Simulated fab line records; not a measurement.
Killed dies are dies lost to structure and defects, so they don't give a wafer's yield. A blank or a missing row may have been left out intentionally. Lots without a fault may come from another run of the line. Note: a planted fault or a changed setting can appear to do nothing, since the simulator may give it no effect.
Problem report in the 8D (eight disciplines) form, filled by code	flow berkeley-cmos170	the parts of the form that need people (team, actions taken, sign-off) are left out

1. THE ISSUE
Mean of spin-speed-rpm at UCB170_PWELL_COAT_08: 1525.4 rpm across 6 wafers in 2 lots; on wafers with no fault it is 1499.9 rpm (standard deviation 0.89). That is +29 standard deviations from the usual mean.
The step: resist thk 900 nm.
The first sign was on wafer L709.1 at day 5 03:44, on litho-track-03. Wafers with a number at this step in the record: 36, from 12 lots. Rule for "out", or "out of limits": more than 4 standard deviations from the usual mean. The rest of the wafers with a number are treated as sound.

2. WHAT IT IS, WHAT IT ISN'T
question	is	is not
which readings at this step	spin-speed-rpm	-
which lots	L709, L711	L699, L700, L701, L706, L712, L715, L716, L719, L721, L722
which wafers of those lots	all that have a number	-
read on which tools	litho-track-03	litho-track-01, litho-track-02
when	from day 5 03:44	up to then (12 sound wafers); but 18 sound wafers of L712, L715, L716, L719, L721, L722 came after

3. WHAT RULES OUT EACH SUSPECT
Counting: a tool at a process step up to the reading stays a suspect if it ran every lot that is out and no sound lot after the first of them.
- litho-track-03 at UCB170_PWELL_COAT_08 (resist thk 900 nm): kept. It ran every lot that is out, first L709 (day 5 03:44), and no sound lot after that. Out on those wafers are its own readings of spin-speed-rpm.
Remaining after the count: litho-track-03 at UCB170_PWELL_COAT_08.

4. THE CAUSE (what the simulator had put in)
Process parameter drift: litho-track-03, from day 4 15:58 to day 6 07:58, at UCB170_PWELL_COAT_08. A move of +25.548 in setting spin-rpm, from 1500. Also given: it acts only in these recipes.
The count eliminated every tool but this one.

5. THE EFFECT CHAIN, in route order
One row per reading whose mean, taken over the struck wafers that have a number, lies over 3 standard deviations from the usual. Readings are gone through only where the record gives a usual standard deviation; hours: the median, over the lots, of the time from a lot's start at the first step in this table giving one to that lot's start at this step; sigmas: the change measured in usual standard deviations.
hours	step	reading	usual	on struck wafers	change	sigmas
0	UCB170_PWELL_COAT_08	spin-speed-rpm	1499.9 rpm	1525.4	+25.5	+29
Here are the process steps it includes:
- UCB170_PWELL_COAT_08: resist thk 900 nm.

6. HOW IT WOULD HAVE BEEN CAUGHT EARLIER
12 hours passed between the start of the fault at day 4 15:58 and the first reading out of limits in this record, taken at day 5 03:44.
